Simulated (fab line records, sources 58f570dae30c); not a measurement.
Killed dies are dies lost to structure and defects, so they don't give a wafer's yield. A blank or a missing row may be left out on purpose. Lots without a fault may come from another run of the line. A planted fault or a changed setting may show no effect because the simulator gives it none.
Split-lot experiment | flow berkeley_cmos170 | 5 lots, 23 wafers read, on a route of 331 steps

THE SPLIT
At UCB170_NVT_IMPLANT_07, the setting energy_kev was moved away from the recipe's 50 on 8 of the 23 wafers read, by -5.2% to -1.9%. The other wafers ran this setting at the recipe's value.

The reading is taken at the split's own step.

THE READING
implant.drp_nm (the simulator's own value, which no gauge read), in nm, at UCB170_NVT_IMPLANT_07. The file gives no usual value for it.

wafer  | tool, chamber at the split | energy_kev as run | against the recipe | implant.drp_nm, nm | against lot-mates on the recipe
L074.1 | implanter-04, 0            | 50                | recipe             | 18.57              | -
L074.2 | implanter-04, 0            | 50                | recipe             | 18.57              | -
L074.4 | implanter-04, 0            | 50                | recipe             | 18.57              | -
L074.5 | implanter-04, 0            | 47.4              | -5.2%              | 17.87              | -0.70
L074.6 | implanter-04, 0            | 47.4              | -5.2%              | 17.87              | -0.70
L079.2 | implanter-01, 0            | 50                | recipe             | 18.57              | -
L079.5 | implanter-01, 0            | 50                | recipe             | 18.57              | -
L079.6 | implanter-01, 0            | 50                | recipe             | 18.57              | -
L077.1 | implanter-02, 0            | 50                | recipe             | 18.57              | -
L077.6 | implanter-02, 0            | 50                | recipe             | 18.57              | -
L077.2 | implanter-02, 0            | 47.47             | -5.1%              | 17.89              | -0.68
L077.4 | implanter-02, 0            | 47.47             | -5.1%              | 17.89              | -0.68
L077.5 | implanter-02, 0            | 47.47             | -5.1%              | 17.89              | -0.68
L083.1 | implanter-01, 0            | 50                | recipe             | 18.57              | -
L083.2 | implanter-01, 0            | 50                | recipe             | 18.57              | -
L083.3 | implanter-01, 0            | 50                | recipe             | 18.57              | -
L083.4 | implanter-01, 0            | 50                | recipe             | 18.57              | -
L083.5 | implanter-01, 0            | 50                | recipe             | 18.57              | -
L082.2 | implanter-04, 0            | 50                | recipe             | 18.57              | -
L082.4 | implanter-04, 0            | 50                | recipe             | 18.57              | -
L082.3 | implanter-04, 0            | 49.03             | -1.9%              | 18.31              | -0.26
L082.5 | implanter-04, 0            | 49.03             | -1.9%              | 18.31              | -0.26
L082.6 | implanter-04, 0            | 49.03             | -1.9%              | 18.31              | -0.26

THE FIT
A straight line over all 23 wafers: implant.drp_nm changes by +0.134 nm for each +1% of energy_kev; r = +1.00; the points scatter about the line by 0.00042 nm.
The same after taking each lot's own level away (the mean of its wafers on the recipe; 23 wafers): +0.134 nm for each +1%; r = +1.00; scatter 0.00042 nm.
On that fit, the largest move of energy_kev shifts the reading by 0.7 nm.
The lots' own levels span 18.570 to 18.570 nm.
So the lot-to-lot level changes the slope little: the two slopes agree.
Check: with one of the wafers moved furthest among these (-5.2%) left out of the fit, the line predicts -0.699 nm for it against its lot-mates. It came out at -0.7 nm against them.

OTHER SPLITS ON THESE WAFERS
These wafers also went through other splits before the reading. Each is held against what the fit with the lots' levels taken away leaves over:
other split on the same wafers       | wafers away from the commonest value | r with implant.drp_nm (lot level and that fit taken away)
UCB170_NWELL_ETCH_13 rf_w            | 8                                    | +0.25
UCB170_PWELL_OXIDATION_02 temp_c     | 18                                   | +0.62
UCB170_WELLDRIVE_OXIDATION_01 temp_c | 18                                   | +0.19
UCB170_ACTIVE_COAT_08 resist_thk_nm  | 11                                   | -0.09
UCB170_ACTIVE_ETCH_15 time_s         | 3                                    | +0.09
UCB170_FIELD_OXIDATION_01 temp_c     | 15                                   | +0.11

THE WHOLE CHAIN: every reading that the file lists as answering this split, in the file's order
step                  | what it does | reading                                                         | change (the file's fit)               | r (the file's)
UCB170_NVT_IMPLANT_07 |              | implant.rp_nm (the simulator's own value, which no gauge read)  | +0.363 nm for each +1% of the setting | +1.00
UCB170_NVT_IMPLANT_07 |              | implant.drp_nm (the simulator's own value, which no gauge read) | +0.134 nm for each +1% of the setting | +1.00

THE FILE'S OWN FIT
implant.drp_nm changes by +0.134 nm for each +1% of energy_kev, r = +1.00.
